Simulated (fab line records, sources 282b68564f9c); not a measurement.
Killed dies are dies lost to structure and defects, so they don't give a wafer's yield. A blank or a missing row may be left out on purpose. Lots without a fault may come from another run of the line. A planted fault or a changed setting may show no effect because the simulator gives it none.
fab line records | flow rit_cmos
record lots=5 wafers=15 last_day=8
route steps=202 shown NSD@131 PSD@142 SDANNEAL@153 PLDD@159 NLDD@160 SILICIDE@161 CONTACT@168
lots that met no fault: from a run of the same line without faults
start_h: hours from the record's first day to the start of the lot's first wafer shown | wait_h: hours since the lot's step before | " the same as in the row above | L1.1+2: a row that stands for several wafers | - no value, or no start given | * or withheld: withheld | < > ~ a bound
route shown NAME@n: a module of which the file shows steps, and the number in the route of the first | usual: mean/standard deviation of fault-free wafers | same: alike in all rows | chamber/n: place in a boat | sites: the reading at each site | _std_site: their standard deviation | _edge_site: outer sites' mean less inner sites' | radius_mm: how far each site lies from the wafer's centre | mask NAME#n: copy n | behind: the tool/chamber that last shaped the wafer | hold: why the lot was held/for how many hours/how that ended | device: the transistor (n, p or np) that didn't switch | end of line: the same wafers' tests at the end of the route | a step without rows: its recipe alone | killed: dies lost to structure and defects at the first sort, not the wafer's yield | map: a wafer's dies, x killed, . not, _ none there
set.NAME: the setting as run; set.NAME@STEP: as run at that earlier step | model.NAME: the simulator's own value behind a step, which no gauge read
lots at some steps of the route; a table a step, a row a wafer
services: from which hour (start_h, from the record's first day; less than 0 if before it) a tool's chamber was out of use, for how many hours, and why
## steps
# step RIT_NSD_HMDS_00
# recipe prime_time_s=60 prime_temp_c=140
# columns lot.wafer tool chamber start_h wait_h
L083.1+2+3 litho_track-03 0 99.49 0.1
L091.1+2+3 litho_track-04 0 132.67 0.1
L093.4+5+6 litho_track-04 0 145.78 0.1
L096.1+2+3 litho_track-02 0 168.92 0.1
L095.1+3+6 litho_track-03 0 169.04 0.2
# step RIT_NSD_COAT_01
# recipe resist=NOVOLAK spin_rpm=3250 resist_thk_nm=1000
# columns lot.wafer tool chamber start_h wait_h
L083.1+2+3 litho_track-03 0 99.64 0.1
L091.1+2+3 litho_track-04 0 132.82 0.1
L093.4+5+6 litho_track-04 0 145.93 0.1
L096.1+2+3 litho_track-02 0 169.07 0.1
L095.1+3+6 litho_track-03 0 169.19 0.1
# step RIT_NSD_SOFTBAKE_02
# recipe resist=NOVOLAK temp_c=90 time_s=60
# usual plate_temp_C=89.99/0.13
# same time_s=60
# columns lot.wafer tool chamber start_h wait_h plate_temp_C
L083.1 litho_track-03 0 99.79 0.1 89.78
L083.2 " 0 " " 89.98
L083.3 " 0 " " 89.90
L091.1 litho_track-04 0 132.97 0.1 89.93
L091.2 " 0 " " 90.12
L091.3 " 0 " " 90.05
L093.4 litho_track-04 0 146.08 0.1 89.81
L093.5 " 0 " " 89.82
L093.6 " 0 " " 89.92
L096.1 litho_track-02 0 169.22 0.1 90.16
L096.2 " 0 " " 89.95
L096.3 " 0 " " 90.06
L095.1 litho_track-03 0 169.34 0.1 90.04
L095.3 " 0 " " 90.04
L095.6 " 0 " " 89.93
# step RIT_NSD_EXPOSE_03
# recipe mask_id=M9 na=0.57 target_cd_nm=40700 dose_mj=250
# usual exposure_dose_mJ_cm2=250.01/0.22 focus_offset_nm=-0.1/0.59
# columns lot.wafer tool chamber start_h wait_h mask exposure_dose_mJ_cm2 focus_offset_nm
L083.1 iline_stepper-02 0 99.94 0.1 M9#0 250.29 -0.6
L083.2 " 0 " " M9#0 250.10 -0.3
L083.3 " 0 " " M9#0 249.82 -0.2
L091.1 iline_stepper-02 0 133.12 0.1 M9#0 249.90 0.8
L091.2 " 0 " " M9#0 250.06 1.0
L091.3 " 0 " " M9#0 249.66 0.9
L093.4 iline_stepper-02 0 146.22 0.1 M9#0 250.57 0.2
L093.5 " 0 " " M9#0 249.83 0.3
L093.6 " 0 " " M9#0 250.22 -0.2
L096.1 iline_stepper-01 0 169.49 0.2 M9#0 249.98 0.2
L096.2 " 0 " " M9#0 249.69 -0.5
L096.3 " 0 " " M9#0 249.77 -0.7
L095.1 iline_stepper-02 0 169.73 0.4 M9#0 249.91 1.0
L095.3 " 0 " " M9#0 250.09 0.1
L095.6 " 0 " " M9#0 249.85 0.4
# step RIT_NSD_PEB_04
# recipe resist=NOVOLAK temp_c=withheld time_s=withheld
# columns lot.wafer tool chamber start_h wait_h
L083.1+2+3 litho_track-04 0 100.06 0.1
L091.1+2+3 litho_track-03 0 133.24 0.1
L093.4+5+6 litho_track-03 0 146.35 0.1
L096.1+2+3 litho_track-02 0 169.61 0.1
L095.1+3+6 litho_track-04 0 169.85 0.1
# step RIT_NSD_DEVELOP_05
# recipe resist=NOVOLAK develop_time_s=50 dev_temp_c=23
# same develop_time_s=50
# columns lot.wafer tool chamber start_h wait_h
L083.1+2+3 litho_track-04 0 - -
L091.1+2+3 litho_track-03 0 - -
L093.4+5+6 litho_track-03 0 - -
L096.1+2+3 litho_track-02 0 - -
L095.1+3+6 litho_track-04 0 - -
# step RIT_NSD_OVL_MEAS_06
# usual NSD_OVL=0.1/1.1
# columns lot.wafer tool chamber start_h wait_h NSD_OVL[nm]
L083.1 overlay-01 - 100.34 - 1.0
L083.2 " - " " 1.1
L083.3 " - " " 1.1
L091.1 overlay-01 - 133.52 - -0.4
L091.2 " - " " -0.8
L091.3 " - " " 0.5
L093.4 overlay-02 - 146.57 - 0.7
L093.5 " - " " 0.1
L093.6 " - " " -0.6
L096.1 overlay-02 - 169.89 - -0.7
L096.2 " - " " 0.0
L096.3 " - " " 0.4
L095.1 overlay-01 - 170.13 - 0.2
L095.3 " - " " -1.1
L095.6 " - " " -0.7
# step RIT_NSD_HARDBAKE_07
# recipe resist=NOVOLAK temp_c=140 time_s=60
# usual plate_temp_C=140.00/0.15
# same time_s=60
# columns lot.wafer tool chamber start_h wait_h plate_temp_C
L083.1 litho_track-03 0 100.38 0.0 139.96
L083.2 " 0 " " 139.87
L083.3 " 0 " " 140.07
L091.1 litho_track-03 0 133.56 0.0 140.10
L091.2 " 0 " " 139.95
L091.3 " 0 " " 139.95
L093.4 litho_track-04 0 146.67 0.1 140.06
L093.5 " 0 " " 140.00
L093.6 " 0 " " 140.26
L096.1 litho_track-03 0 169.93 0.0 139.94
L096.2 " 0 " " 139.91
L096.3 " 0 " " 139.95
L095.1 litho_track-03 0 170.17 0.0 139.87
L095.3 " 0 " " 139.96
L095.6 " 0 " " 139.99
# step RIT_NSD_IMPLANT_08
# recipe species=P energy_kev=25 dose_cm2=1e+15 tilt_deg=7
# usual beam_energy_keV=25.002/0.0072 tilt_deg=7.002/0.02
# same implant_ion_amu=31
# columns lot.wafer tool chamber start_h wait_h beam_energy_keV tilt_deg
L083.1 implanter-03 0 100.53 0.1 24.995 6.997
L083.2 " 0 " " 24.999 6.972
L083.3 " 0 " " 24.989 7.014
L091.1 implanter-04 0 133.71 0.1 25.002 7.009
L091.2 " 0 " " 25.010 6.995
L091.3 " 0 " " 25.008 6.969
L093.4 implanter-03 0 146.82 0.1 25.001 7.004
L093.5 " 0 " " 24.991 7.014
L093.6 " 0 " " 24.997 6.982
L096.1 implanter-02 0 170.08 0.1 25.001 7.018
L096.2 " 0 " " 25.013 7.001
L096.3 " 0 " " 25.007 7.004
L095.1 implanter-04 0 170.32 0.1 24.995 7.000
L095.3 " 0 " " 24.998 7.013
L095.6 " 0 " " 25.000 7.011
# step RIT_NSD_STRIP_09
# recipe chemistry=O2 time_s=180 resist=NOVOLAK platen_temp_c=withheld power_w=500 pressure_mtorr=4000 o2_flow_sccm=4000
# usual drypump_motor_current_A=5.9/0.52 o2_flow_sccm=4002/12
# same time_s=180
# columns lot.wafer tool chamber start_h wait_h drypump_motor_current_A o2_flow_sccm rf_hours_counter_h
L083.1 plasma_asher-04 1 100.68 0.1 6.0 3981 46
L083.2 " 0 " " 6.3 4000 46
L083.3 " 0 " " 6.3 4017 -
L091.1 plasma_asher-01 0 133.86 0.1 6.2 3999 36
L091.2 " 1 " " 5.7 3991 36
L091.3 " 1 " " 5.7 3965 -
L093.4 plasma_asher-01 1 146.95 0.1 5.6 4008 -
L093.5 " 1 " " 5.6 4014 -
L093.6 " 0 " " 6.1 4013 -
L096.1 plasma_asher-04 1 170.23 0.1 6.1 3988 5
L096.2 " 0 " " 6.2 4003 5
L096.3 " 1 " " 6.0 3991 -
L095.1 plasma_asher-02 0 170.47 0.1 6.6 3991 50
L095.3 " 1 " " 4.9 3996 -
L095.6 " 1 " " 4.9 3989 -
# step RIT_NSD_TW_MEAS_10
# usual NSD_TW=3103/28
# columns lot.wafer tool chamber start_h wait_h NSD_TW
L083.1 film_metro-01 - 100.85 0.1 3129
L083.2 " - " " 3131
L083.3 " - " " 3130
L091.1 film_metro-02 - 134.03 0.1 3073
L091.2 " - " " 3062
L091.3 " - " " 3073
L093.4 film_metro-02 - 147.10 0.1 3048
L093.5 " - " " 3065
L093.6 " - " " 3064
L096.1 film_metro-01 - 170.40 0.1 3130
L096.2 " - " " 3118
L096.3 " - " " 3125
L095.1 film_metro-02 - 170.64 0.1 3052
L095.3 " - " " 3065
L095.6 " - " " 3071
# step RIT_PSD_HMDS_00
# recipe prime_time_s=60 prime_temp_c=140
# columns lot.wafer tool chamber start_h wait_h
L083.1+2+3 litho_track-02 0 100.91 0.1
L091.1+2+3 litho_track-01 0 134.13 0.1
L093.4+5+6 litho_track-01 0 147.20 0.1
L096.1+2+3 litho_track-03 0 170.46 0.1
L095.1+3+6 litho_track-02 0 170.70 0.1
# step RIT_PSD_COAT_01
# recipe resist=NOVOLAK spin_rpm=3250 resist_thk_nm=1000
# columns lot.wafer tool chamber start_h wait_h
L083.1+2+3 litho_track-02 0 101.06 0.1
L091.1+2+3 litho_track-01 0 134.28 0.1
L093.4+5+6 litho_track-01 0 147.35 0.1
L096.1+2+3 litho_track-03 0 170.61 0.1
L095.1+3+6 litho_track-02 0 170.85 0.1
# step RIT_PSD_SOFTBAKE_02
# recipe resist=NOVOLAK temp_c=90 time_s=60
# usual plate_temp_C=89.98/0.12
# same time_s=60
# columns lot.wafer tool chamber start_h wait_h plate_temp_C
L083.1 litho_track-02 0 101.21 0.1 89.90
L083.2 " 0 " " 90.03
L083.3 " 0 " " 90.12
L091.1 litho_track-01 0 134.43 0.1 89.87
L091.2 " 0 " " 90.04
L091.3 " 0 " " 90.00
L093.4 litho_track-01 0 147.50 0.1 89.93
L093.5 " 0 " " 89.95
L093.6 " 0 " " 89.96
L096.1 litho_track-03 0 170.76 0.1 90.01
L096.2 " 0 " " 89.90
L096.3 " 0 " " 89.97
L095.1 litho_track-02 0 171.00 0.1 89.93
L095.3 " 0 " " 89.95
L095.6 " 0 " " 89.94
# step RIT_PSD_EXPOSE_03
# recipe mask_id=M10 na=0.57 target_cd_nm=40900 dose_mj=250
# usual exposure_dose_mJ_cm2=249.95/0.25 focus_offset_nm=-0.1/0.56
# columns lot.wafer tool chamber start_h wait_h mask exposure_dose_mJ_cm2 focus_offset_nm
L083.1 iline_stepper-02 0 101.36 0.1 M10#0 249.64 -0.8
L083.2 " 0 " " M10#0 249.94 -0.5
L083.3 " 0 " " M10#0 249.68 -0.7
L091.1 iline_stepper-02 0 134.71 0.2 M10#0 249.98 -0.2
L091.2 " 0 " " M10#0 249.98 -0.6
L091.3 " 0 " " M10#0 250.13 -0.1
L093.4 iline_stepper-02 0 147.64 0.1 M10#0 249.71 0.4
L093.5 " 0 " " M10#0 250.39 0.9
L093.6 " 0 " " M10#0 250.09 -0.5
L096.1 iline_stepper-02 0 170.91 0.1 M10#0 250.13 0.6
L096.2 " 0 " " M10#0 250.05 0.6
L096.3 " 0 " " M10#0 250.07 -0.2
L095.1 iline_stepper-02 0 171.15 0.1 M10#0 249.68 0.3
L095.3 " 0 " " M10#0 249.79 0.2
L095.6 " 0 " " M10#0 250.28 0.7
# step RIT_PSD_PEB_04
# recipe resist=NOVOLAK temp_c=withheld time_s=withheld
# columns lot.wafer tool chamber start_h wait_h
L083.1+2+3 litho_track-02 0 101.67 0.3
L091.1+2+3 litho_track-01 0 134.82 0.1
L093.4+5+6 litho_track-03 0 147.84 0.2
L096.1+2+3 litho_track-01 0 171.03 0.1
L095.1+3+6 litho_track-01 0 171.32 0.1
# step RIT_PSD_DEVELOP_05
# recipe resist=NOVOLAK develop_time_s=50 dev_temp_c=23
# same develop_time_s=50
# columns lot.wafer tool chamber start_h wait_h
L083.1+2+3 litho_track-02 0 - -
L091.1+2+3 litho_track-01 0 - -
L093.4+5+6 litho_track-03 0 - -
L096.1+2+3 litho_track-01 0 - -
L095.1+3+6 litho_track-01 0 - -
# step RIT_PSD_OVL_MEAS_06
# usual PSD_OVL=-0.3/1.3
# columns lot.wafer tool chamber start_h wait_h PSD_OVL[nm]
L083.1 overlay-02 - 101.96 - -0.6
L083.2 " - " " -0.1
L083.3 " - " " 1.1
L091.1 overlay-01 - 135.11 - -1.0
L091.2 " - " " -1.9
L091.3 " - " " 0.0
L093.4 overlay-02 - 148.06 - 1.9
L093.5 " - " " 0.9
L093.6 " - " " -1.6
L096.1 overlay-02 - 171.32 - -0.9
L096.2 " - " " -0.1
L096.3 " - " " 0.0
L095.1 overlay-01 - 171.60 - -0.6
L095.3 " - " " -1.9
L095.6 " - " " -1.7
# step RIT_PSD_HARDBAKE_07
# recipe resist=NOVOLAK temp_c=140 time_s=60
# usual plate_temp_C=139.98/0.13
# same time_s=60
# columns lot.wafer tool chamber start_h wait_h plate_temp_C
L083.1 litho_track-02 0 102.13 0.2 140.01
L083.2 " 0 " " 140.07
L083.3 " 0 " " 140.05
L091.1 litho_track-03 0 135.14 0.0 139.92
L091.2 " 0 " " 140.10
L091.3 " 0 " " 140.08
L093.4 litho_track-03 0 148.16 0.1 139.88
L093.5 " 0 " " 139.80
L093.6 " 0 " " 139.89
L096.1 litho_track-03 0 171.53 0.2 139.80
L096.2 " 0 " " 140.20
L096.3 " 0 " " 140.01
L095.1 litho_track-02 0 171.64 0.0 140.20
L095.3 " 0 " " 140.11
L095.6 " 0 " " 140.06
# step RIT_PSD_IMPLANT_08
# recipe species=BF2 energy_kev=27 dose_cm2=5e+15 tilt_deg=7
# usual beam_energy_keV=26.999/0.0081 tilt_deg=6.998/0.02
# same implant_ion_amu=49
# columns lot.wafer tool chamber start_h wait_h beam_energy_keV tilt_deg
L083.1 implanter-01 0 102.28 0.1 27.011 6.998
L083.2 " 0 " " 27.001 7.014
L083.3 " 0 " " 27.016 7.041
L091.1 implanter-01 0 135.29 0.1 27.004 6.998
L091.2 " 0 " " 27.001 6.967
L091.3 " 0 " " 26.994 6.957
L093.4 implanter-04 0 148.31 0.1 27.004 6.978
L093.5 " 0 " " 27.003 6.991
L093.6 " 0 " " 26.998 7.027
L096.1 implanter-04 0 171.68 0.1 26.998 7.003
L096.2 " 0 " " 27.008 7.029
L096.3 " 0 " " 26.993 7.001
L095.1 implanter-01 0 171.79 0.1 27.005 7.018
L095.3 " 0 " " 27.009 6.997
L095.6 " 0 " " 27.002 7.032
# step RIT_PSD_STRIP_09
# recipe chemistry=O2 time_s=180 resist=NOVOLAK platen_temp_c=withheld power_w=500 pressure_mtorr=4000 o2_flow_sccm=4000
# usual drypump_motor_current_A=6.0/0.42 o2_flow_sccm=3999/12
# same time_s=180
# columns lot.wafer tool chamber start_h wait_h drypump_motor_current_A o2_flow_sccm rf_hours_counter_h
L083.1 plasma_asher-03 1 102.43 0.1 6.5 4006 45
L083.2 " 0 " " 5.6 4010 45
L083.3 " 0 " " 5.5 4008 -
L091.1 plasma_asher-03 0 135.44 0.1 5.6 3988 50
L091.2 " 1 " " 6.5 4009 50
L091.3 " 0 " " 5.6 3988 -
L093.4 plasma_asher-03 1 148.44 0.1 6.4 4011 -
L093.5 " 1 " " 6.4 4017 -
L093.6 " 0 " " 5.5 3999 -
L096.1 plasma_asher-04 1 171.83 0.1 6.0 3991 5
L096.2 " 0 " " 6.3 3998 5
L096.3 " 1 " " 6.0 3990 -
L095.1 plasma_asher-02 0 171.94 0.1 6.6 4006 50
L095.3 " 0 " " 6.6 4005 -
L095.6 " 0 " " 6.6 4004 -
# step RIT_PSD_TW_MEAS_10
# usual PSD_TW=3415/29
# columns lot.wafer tool chamber start_h wait_h PSD_TW
L083.1 film_metro-02 - 102.61 0.1 3374
L083.2 " - " " 3372
L083.3 " - " " 3369
L091.1 film_metro-01 - 135.62 0.1 3435
L091.2 " - " " 3419
L091.3 " - " " 3438
L093.4 film_metro-01 - 148.59 0.1 3438
L093.5 " - " " 3433
L093.6 " - " " 3441
L096.1 film_metro-01 - 172.00 0.1 3414
L096.2 " - " " 3417
L096.3 " - " " 3417
L095.1 film_metro-04 - 172.11 0.1 3419
L095.3 " - " " 3422
L095.6 " - " " 3420
# step RIT_SDANNEAL_CLEAN_00
# recipe chemistry=SC1 mix=3:3:50 time_s=600 temp_c=75
# usual bath_heat_duty_pct=15.5/2.3
# same time_s=600
# columns lot.wafer tool chamber start_h wait_h bath_heat_duty_pct
L083.1 wet_bench-04 3 102.67 0.1 18.0
L083.2 " 3 " " 18.5
L083.3 " 3 " " 17.3
L091.1 wet_bench-02 1 135.68 0.1 12.5
L091.2 " 1 " " 13.7
L091.3 " 1 " " 13.7
L093.4 wet_bench-02 2 148.62 0.0 13.9
L093.5 " 2 " " 14.1
L093.6 " 2 " " 14.4
L096.1 wet_bench-01 1 172.06 0.1 20.2
L096.2 " 1 " " 19.3
L096.3 " 1 " " 19.1
L095.1 wet_bench-02 0 172.17 0.1 15.4
L095.3 " 0 " " 16.7
L095.6 " 0 " " 17.3
# step RIT_SDANNEAL_CLEAN_01
# recipe chemistry=dHF dilution=50:1 time_s=30
# same time_s=30
# columns lot.wafer tool chamber start_h wait_h
L083.1+2+3 wet_bench-01 3 102.88 0.0
L091.1+2+3 wet_bench-04 2 135.85 0.0
L093.4+5+6 wet_bench-04 0 148.82 0.0
L096.1+2+3 wet_bench-01 0 172.24 0.0
L095.1+3+6 wet_bench-01 1 172.43 0.1
# step RIT_SDANNEAL_CLEAN_02
# recipe chemistry=SC2 mix=3:3:50 time_s=600 temp_c=75 dry=n2_spin
# usual bath_heat_duty_pct=15.7/2.2
# same time_s=600
# columns lot.wafer tool chamber start_h wait_h bath_heat_duty_pct
L083.1 wet_bench-02 2 102.89 0.0 14.3
L083.2 " 2 " " 16.3
L083.3 " 2 " " 14.6
L091.1 wet_bench-04 2 135.87 0.0 16.7
L091.2 " 2 " " 16.8
L091.3 " 2 " " 15.7
L093.4 wet_bench-01 2 148.84 0.0 13.4
L093.5 " 2 " " 12.6
L093.6 " 2 " " 12.2
L096.1 wet_bench-01 2 172.26 0.0 13.1
L096.2 " 2 " " 11.8
L096.3 " 2 " " 12.6
L095.1 wet_bench-01 3 172.45 0.0 16.4
L095.3 " 3 " " 17.5
L095.6 " 3 " " 17.4
# step RIT_SDANNEAL_RTA_03
# recipe temp_c=1050 time_s=5 idle_temp_c=600 ramp_up_c_per_s=342 ramp_down_c_per_s=171 cool_to_c=600 ambient=N2
# usual wafer_temp_C_max=1053.5/1
# same time_s=5
# columns lot.wafer tool chamber start_h wait_h wafer_temp_C_max
L083.1 rtp_anneal-01 0 103.07 0.0 1053.6
L083.2 " 0 " " 1053.4
L083.3 " 0 " " 1052.8
L091.1 rtp_anneal-01 0 136.05 0.0 1054.1
L091.2 " 0 " " 1053.2
L091.3 " 0 " " 1053.7
L093.4 rtp_anneal-02 0 149.06 0.0 1053.6
L093.5 " 0 " " 1052.9
L093.6 " 0 " " 1053.4
L096.1 rtp_anneal-01 0 172.43 0.0 1054.4
L096.2 " 0 " " 1053.4
L096.3 " 0 " " 1052.9
L095.1 rtp_anneal-02 0 172.62 0.0 1056.4
L095.3 " 0 " " 1053.9
L095.6 " 0 " " 1052.8
# step RIT_SDANNEAL_RS_MEAS_04
# recipe thk_meas_gauge=four-point-probe
# usual PSD_RS=116.0/0.37
# columns lot.wafer tool chamber start_h wait_h PSD_RS[ohm/sq]
L083.1 film_metro-02 - 103.13 0.0 116.2
L083.2 " - " " 115.9
L083.3 " - " " 116.2
L091.1 film_metro-01 - 136.10 0.0 116.4
L091.2 " - " " 116.4
L091.3 " - " " 116.1
L093.4 film_metro-02 - 149.15 0.1 115.4
L093.5 " - " " 115.4
L093.6 " - " " 115.3
L096.1 film_metro-04 - 172.49 0.0 115.1
L096.2 " - " " 115.0
L096.3 " - " " 115.3
L095.1 film_metro-01 - 172.68 0.0 115.6
L095.3 " - " " 115.7
L095.6 " - " " 116.0
# step RIT_SDANNEAL_RS_MEAS_05
# recipe thk_meas_gauge=four-point-probe
# usual NSD_RS=84.5/0.3
# columns lot.wafer tool chamber start_h wait_h NSD_RS[ohm/sq]
L083.1 film_metro-02 - 103.25 0.1 84.6
L083.2 " - " " 84.5
L083.3 " - " " 84.7
L091.1 film_metro-01 - 136.22 0.1 84.4
L091.2 " - " " 84.3
L091.3 " - " " 84.5
L093.4 film_metro-02 - 149.27 0.1 84.3
L093.5 " - " " 84.3
L093.6 " - " " 84.2
L096.1 film_metro-04 - 172.61 0.1 84.8
L096.2 " - " " 85.0
L096.3 " - " " 84.9
L095.1 film_metro-01 - 172.80 0.1 84.2
L095.3 " - " " 83.8
L095.6 " - " " 84.5
# step RIT_SDANNEAL_RS_MEAS_06
# recipe thk_meas_gauge=four-point-probe
# usual PLDD_RS=178.8/0.48
# columns lot.wafer tool chamber start_h wait_h PLDD_RS[ohm/sq]
L083.1 film_metro-02 - 103.37 0.1 178.9
L083.2 " - " " 178.9
L083.3 " - " " 178.6
L091.1 film_metro-01 - 136.34 0.1 178.6
L091.2 " - " " 178.3
L091.3 " - " " 178.7
L093.4 film_metro-02 - 149.39 0.1 179.3
L093.5 " - " " 178.8
L093.6 " - " " 178.8
L096.1 film_metro-04 - 172.73 0.1 177.7
L096.2 " - " " 177.7
L096.3 " - " " 177.8
L095.1 film_metro-01 - 172.92 0.1 178.7
L095.3 " - " " 178.8
L095.6 " - " " 178.9
# step RIT_SDANNEAL_RS_MEAS_07
# recipe thk_meas_gauge=four-point-probe
# usual NLDD_RS=151.7/0.47
# columns lot.wafer tool chamber start_h wait_h NLDD_RS[ohm/sq]
L083.1 film_metro-02 - 103.49 0.1 151.7
L083.2 " - " " 151.8
L083.3 " - " " 151.4
L091.1 film_metro-01 - 136.46 0.1 151.9
L091.2 " - " " 151.3
L091.3 " - " " 151.6
L093.4 film_metro-02 - 149.51 0.1 151.1
L093.5 " - " " 150.5
L093.6 " - " " 151.1
L096.1 film_metro-04 - 172.85 0.1 151.6
L096.2 " - " " 151.5
L096.3 " - " " 151.0
L095.1 film_metro-01 - 173.04 0.1 152.2
L095.3 " - " " 152.1
L095.6 " - " " 152.4
# step RIT_SILICIDE_WET_ETCH_00
# recipe chemistry=BOE target=SiO2 target_depth_nm=14 time_s=15 dry=n2_spin dilution=10:1 temp_c=21.5
# usual bath_heat_duty_pct=1.7/0.4
# same time_s=15
# columns lot.wafer tool chamber start_h wait_h bath_heat_duty_pct
L083.1 wet_bench-01 3 103.61 0.1 1.5
L083.2 " 3 " " 1.8
L083.3 " 3 " " 2.3
L091.1 wet_bench-03 1 136.58 0.1 2.0
L091.2 " 1 " " 1.7
L091.3 " 1 " " 1.2
L093.4 wet_bench-02 3 149.57 0.0 1.5
L093.5 " 3 " " 1.3
L093.6 " 3 " " 1.6
L096.1 wet_bench-03 2 172.97 0.1 2.0
L096.2 " 2 " " 1.8
L096.3 " 2 " " 2.0
L095.1 wet_bench-02 0 173.16 0.1 1.4
L095.3 " 0 " " 1.8
L095.6 " 0 " " 1.5
# step RIT_SILICIDE_SPUTTER_01
# recipe material=Ti target_thk_nm=30 power_w=350 chamber_pressure_pa=0.667 gas=Ar time_s=240 substrate_temp_c=25
# usual chamber_pressure_pa=0.6670/0.0013 throttle_valve_pct=29.8/1
# same time_s=240
# columns lot.wafer tool chamber start_h wait_h chamber_pressure_pa throttle_valve_pct
L083.1 pvd_sputter-02 - 103.62 0.0 0.6679 31.2
L083.2 " - " " 0.6665 28.9
L083.3 " - " " 0.6680 29.7
L091.1 pvd_sputter-03 - 136.60 0.0 0.6699 31.0
L091.2 " - " " 0.6665 31.0
L091.3 " - " " 0.6687 29.3
L093.4 pvd_sputter-02 - 149.59 0.0 0.6659 29.8
L093.5 " - " " 0.6685 30.2
L093.6 " - " " 0.6662 29.4
L096.1 pvd_sputter-03 - 172.98 0.0 0.6666 29.1
L096.2 " - " " 0.6682 30.9
L096.3 " - " " 0.6688 30.6
L095.1 pvd_sputter-04 - 173.17 0.0 0.6659 30.4
L095.3 " - " " 0.6686 29.4
L095.6 " - " " 0.6646 30.5
# step RIT_SILICIDE_RS_MEAS_02
# recipe thk_meas_gauge=four-point-probe reads=Ti_of_SILICIDE_SPUTTER_01
# usual SILICIDE_TI_RS=48.1/0.58
# columns lot.wafer tool chamber start_h wait_h SILICIDE_TI_RS[ohm/sq]
L083.1 film_metro-04 - 103.77 0.1 48.0
L083.2 " - " " 47.6
L083.3 " - " " 48.5
L091.1 film_metro-02 - 136.75 0.1 48.5
L091.2 " - " " 49.1
L091.3 " - " " 48.9
L093.4 film_metro-03 - 149.80 0.1 48.6
L093.5 " - " " 48.4
L093.6 " - " " 48.2
L096.1 film_metro-03 - 173.13 0.1 49.0
L096.2 " - " " 47.6
L096.3 " - " " 49.1
L095.1 film_metro-04 - 173.32 0.1 47.4
L095.3 " - " " 48.2
L095.6 " - " " 47.6
# step RIT_SILICIDE_THK_MEAS_03
# recipe thk_meas_gauge=xrf reads=Ti_of_SILICIDE_SPUTTER_01
# usual SILICIDE_TI_THK=30.0/0.32
# columns lot.wafer tool chamber start_h wait_h SILICIDE_TI_THK[nm]
L083.1 film_metro-04 - 103.89 0.1 30.1
L083.2 " - " " 30.2
L083.3 " - " " 29.8
L091.1 film_metro-02 - 136.87 0.1 30.0
L091.2 " - " " 29.5
L091.3 " - " " 29.6
L093.4 film_metro-03 - 149.89 0.1 29.5
L093.5 " - " " 29.6
L093.6 " - " " 29.8
L096.1 film_metro-03 - 173.25 0.1 29.5
L096.2 " - " " 30.2
L096.3 " - " " 29.3
L095.1 film_metro-04 - 173.44 0.1 30.3
L095.3 " - " " 29.9
L095.6 " - " " 30.2
# step RIT_SILICIDE_RTA_04
# recipe temp_c=650 time_s=10 idle_temp_c=25 ramp_up_s=5 ramp_down_s=5 cool_to_c=25 ambient=N2
# usual wafer_temp_C_max=653.5/0.68
# same time_s=10
# columns lot.wafer tool chamber start_h wait_h wafer_temp_C_max
L083.1 rtp_anneal-02 0 103.95 0.1 653.6
L083.2 " 0 " " 653.1
L083.3 " 0 " " 652.5
L091.1 rtp_anneal-02 0 136.93 0.1 652.0
L091.2 " 0 " " 652.7
L091.3 " 0 " " 653.5
L093.4 rtp_anneal-01 0 149.95 0.1 653.0
L093.5 " 0 " " 653.1
L093.6 " 0 " " 653.8
L096.1 rtp_anneal-01 0 173.31 0.1 653.7
L096.2 " 0 " " 652.9
L096.3 " 0 " " 653.7
L095.1 rtp_anneal-01 0 173.50 0.1 653.6
L095.3 " 0 " " 653.6
L095.6 " 0 " " 653.3
# step RIT_SILICIDE_WET_ETCH_05
# recipe chemistry=SPM target=Ti temp_c=90 time_s=120 dry=n2_spin
# usual bath_heat_duty_pct=14.1/1.9
# same time_s=120
# columns lot.wafer tool chamber start_h wait_h bath_heat_duty_pct
L083.1 wet_bench-01 1 104.02 0.1 17.4
L083.2 " 1 " " 16.3
L083.3 " 1 " " 17.0
L091.1 wet_bench-01 3 136.99 0.1 14.8
L091.2 " 3 " " 14.3
L091.3 " 3 " " 15.4
L093.4 wet_bench-01 1 149.98 0.0 16.0
L093.5 " 1 " " 16.1
L093.6 " 1 " " 16.1
L096.1 wet_bench-03 2 173.38 0.1 14.6
L096.2 " 2 " " 15.4
L096.3 " 2 " " 13.6
L095.1 wet_bench-01 1 173.57 0.1 14.4
L095.3 " 1 " " 18.1
L095.6 " 1 " " 15.9
# step RIT_SILICIDE_RTA_06
# recipe temp_c=750 time_s=10 idle_temp_c=25 ramp_up_s=5 ramp_down_s=10 cool_to_c=25 ambient=N2
# usual wafer_temp_C_max=754.0/0.79
# same time_s=10
# columns lot.wafer tool chamber start_h wait_h wafer_temp_C_max
L083.1 rtp_anneal-01 0 104.06 0.0 753.4
L083.2 " 0 " " 753.6
L083.3 " 0 " " 755.0
L091.1 rtp_anneal-01 0 137.04 0.0 754.4
L091.2 " 0 " " 753.2
L091.3 " 0 " " 752.4
L093.4 rtp_anneal-02 0 150.06 0.0 754.1
L093.5 " 0 " " 754.4
L093.6 " 0 " " 754.2
L096.1 rtp_anneal-02 0 173.43 0.0 754.6
L096.2 " 0 " " 754.2
L096.3 " 0 " " 753.2
L095.1 rtp_anneal-02 0 173.61 0.0 753.4
L095.3 " 0 " " 752.9
L095.6 " 0 " " 753.5
# step RIT_CONTACT_CVD_00
# recipe material=SiO2 target_thk_nm=400 precursor=TEOS temp_c=390 time_s=61 rf_w=400
# usual heater_power_w=318/43
# same time_s=61
# columns lot.wafer tool chamber start_h wait_h heater_power_w
L083.1 pecvd-02 2 104.12 0.1 312
L083.2 " 1 " " 283
L083.3 " 0 " " 360
L091.1 pecvd-03 0 137.10 0.1 310
L091.2 " 1 " " 325
L091.3 " 2 " " 325
L093.4 pecvd-02 0 150.12 0.0 365
L093.5 " 1 " " 277
L093.6 " 2 " " 304
L096.1 pecvd-02 2 173.50 0.1 299
L096.2 " 0 " " 346
L096.3 " 1 " " 290
L095.1 pecvd-04 2 173.68 0.1 339
L095.3 " 0 " " 418
L095.6 " 1 " " 288
## services
# columns tool chamber start_h hours kind
pecvd-04 - 83.96 2.8 pm
pecvd-02 - 97.82 2.8 pm
implanter-02 - 98.24 3.3 pm
implanter-02 - 102.77 3.7 pm
implanter-03 - 106.98 2.0 repair
plasma_asher-04 - 108.75 9.0 pm
plasma_asher-04 0 108.75 9.0 vent_cycle
plasma_asher-04 1 108.75 9.0 vent_cycle
implanter-04 - 108.97 5.6 repair
wet_bench-01 - 111.40 6.5 repair
pecvd-02 0 112.86 5.2 repair
plasma_asher-04 0 117.75 - clean
plasma_asher-04 1 117.75 - clean
pvd_sputter-02 - 123.28 3.5 repair
implanter-02 - 134.19 20.5 pm
pecvd-02 0 162.83 6.5 repair
## key
fault none
